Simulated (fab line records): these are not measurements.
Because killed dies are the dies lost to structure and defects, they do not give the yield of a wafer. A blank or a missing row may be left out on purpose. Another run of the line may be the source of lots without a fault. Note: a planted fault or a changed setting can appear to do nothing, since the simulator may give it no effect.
Split-lot trial :: flow berkeleyCmos170 :: 5 lots, 23 wafers read, on a route of 331 steps

## THE SPLIT ITSELF
At UCB170_CONTACT_CVD_01 (deposits PSG from SiH4/O2/PH3, target thk 700 nm, time 2820 s), the setting timeS was moved away from the recipe's 2820 s on 15 of the 23 wafers read, by -12.9% to -9.0%. For the rest of the wafers, this setting stayed at what the recipe calls for.

Split to reading: the file shows no intervening step.

## THE READING
Values of CONTACT_PSG_THK in nm from UCB170_CONTACT_THK_MEAS_02. Fault-free wafers of this fab line usually give 699 nm, standard deviation 7.2 nm.

wafer: L074.1
tool, chamber at the split: -, -
timeS as run, s: 2512
against the recipe: -10.9%
CONTACT_PSG_THK, nm: 622
against lot-mates on the recipe: no lot-mate on the recipe

wafer: L074.2
tool, chamber at the split: -, -
timeS as run, s: 2512
against the recipe: -10.9%
CONTACT_PSG_THK, nm: 626
against lot-mates on the recipe: no lot-mate on the recipe

wafer: L074.4
tool, chamber at the split: -, -
timeS as run, s: 2512
against the recipe: -10.9%
CONTACT_PSG_THK, nm: 632
against lot-mates on the recipe: no lot-mate on the recipe

wafer: L074.5
tool, chamber at the split: -, -
timeS as run, s: 2512
against the recipe: -10.9%
CONTACT_PSG_THK, nm: 620
against lot-mates on the recipe: no lot-mate on the recipe

wafer: L074.6
tool, chamber at the split: -, -
timeS as run, s: 2512
against the recipe: -10.9%
CONTACT_PSG_THK, nm: 623
against lot-mates on the recipe: no lot-mate on the recipe

wafer: L075.1
tool, chamber at the split: -, -
timeS as run, s: 2565
against the recipe: -9.0%
CONTACT_PSG_THK, nm: 629
against lot-mates on the recipe: no lot-mate on the recipe

wafer: L075.3
tool, chamber at the split: -, -
timeS as run, s: 2565
against the recipe: -9.0%
CONTACT_PSG_THK, nm: 640
against lot-mates on the recipe: no lot-mate on the recipe

wafer: L075.4
tool, chamber at the split: -, -
timeS as run, s: 2565
against the recipe: -9.0%
CONTACT_PSG_THK, nm: 632
against lot-mates on the recipe: no lot-mate on the recipe

wafer: L075.5
tool, chamber at the split: -, -
timeS as run, s: 2565
against the recipe: -9.0%
CONTACT_PSG_THK, nm: 639
against lot-mates on the recipe: no lot-mate on the recipe

wafer: L075.6
tool, chamber at the split: -, -
timeS as run, s: 2565
against the recipe: -9.0%
CONTACT_PSG_THK, nm: 639
against lot-mates on the recipe: no lot-mate on the recipe

wafer: L079.1
tool, chamber at the split: -, -
timeS as run, s: 2820
against the recipe: recipe
CONTACT_PSG_THK, nm: 688
against lot-mates on the recipe: -

wafer: L079.2
tool, chamber at the split: -, -
timeS as run, s: 2820
against the recipe: recipe
CONTACT_PSG_THK, nm: 689
against lot-mates on the recipe: -

wafer: L079.3
tool, chamber at the split: -, -
timeS as run, s: 2820
against the recipe: recipe
CONTACT_PSG_THK, nm: 683
against lot-mates on the recipe: -

wafer: L079.4
tool, chamber at the split: -, -
timeS as run, s: 2820
against the recipe: recipe
CONTACT_PSG_THK, nm: 690
against lot-mates on the recipe: -

wafer: L079.5
tool, chamber at the split: -, -
timeS as run, s: 2820
against the recipe: recipe
CONTACT_PSG_THK, nm: 681
against lot-mates on the recipe: -

wafer: L078.1
tool, chamber at the split: lpcvd-01, 1
timeS as run, s: 2820
against the recipe: recipe
CONTACT_PSG_THK, nm: 690
against lot-mates on the recipe: -

wafer: L078.4
tool, chamber at the split: lpcvd-01, 1
timeS as run, s: 2820
against the recipe: recipe
CONTACT_PSG_THK, nm: 697
against lot-mates on the recipe: -

wafer: L078.5
tool, chamber at the split: lpcvd-01, 1
timeS as run, s: 2820
against the recipe: recipe
CONTACT_PSG_THK, nm: 698
against lot-mates on the recipe: -

wafer: L082.1
tool, chamber at the split: -, -
timeS as run, s: 2457
against the recipe: -12.9%
CONTACT_PSG_THK, nm: 611
against lot-mates on the recipe: no lot-mate on the recipe

wafer: L082.2
tool, chamber at the split: -, -
timeS as run, s: 2457
against the recipe: -12.9%
CONTACT_PSG_THK, nm: 606
against lot-mates on the recipe: no lot-mate on the recipe

wafer: L082.4
tool, chamber at the split: -, -
timeS as run, s: 2457
against the recipe: -12.9%
CONTACT_PSG_THK, nm: 608
against lot-mates on the recipe: no lot-mate on the recipe

wafer: L082.5
tool, chamber at the split: -, -
timeS as run, s: 2457
against the recipe: -12.9%
CONTACT_PSG_THK, nm: 609
against lot-mates on the recipe: no lot-mate on the recipe

wafer: L082.6
tool, chamber at the split: -, -
timeS as run, s: 2457
against the recipe: -12.9%
CONTACT_PSG_THK, nm: 607
against lot-mates on the recipe: no lot-mate on the recipe

FIT RESULTS
A straight line over all 23 wafers: CONTACT_PSG_THK changes by +6.15 nm for each +1% of timeS; r = +0.99; the points scatter about the line by 4.9 nm.
Too few moved wafers with a lot-mate on the recipe to fit a line net of each lot's own level.

## THE WHOLE CHAIN: every reading that the file lists as answering this split, in the file's order
step: UCB170_CONTACT_CVD_01
what it does: deposits PSG from SiH4/O2/PH3, target thk 700 nm, time 2820 s
reading: PSG_of_CONTACT_CVD_01.thkNm (the simulator's own value, which no gauge read)
change (the file's fit): +6.16 nm for each +1% of the setting
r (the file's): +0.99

step: UCB170_CONTACT_THK_MEAS_02
what it does: 
reading: CONTACT_PSG_THK
change (the file's fit): +6.14 for each +1% of the setting
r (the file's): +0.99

## FILE'S OWN FIT
CONTACT_PSG_THK changes by +6.14 nm for each +1% of timeS, r = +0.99.
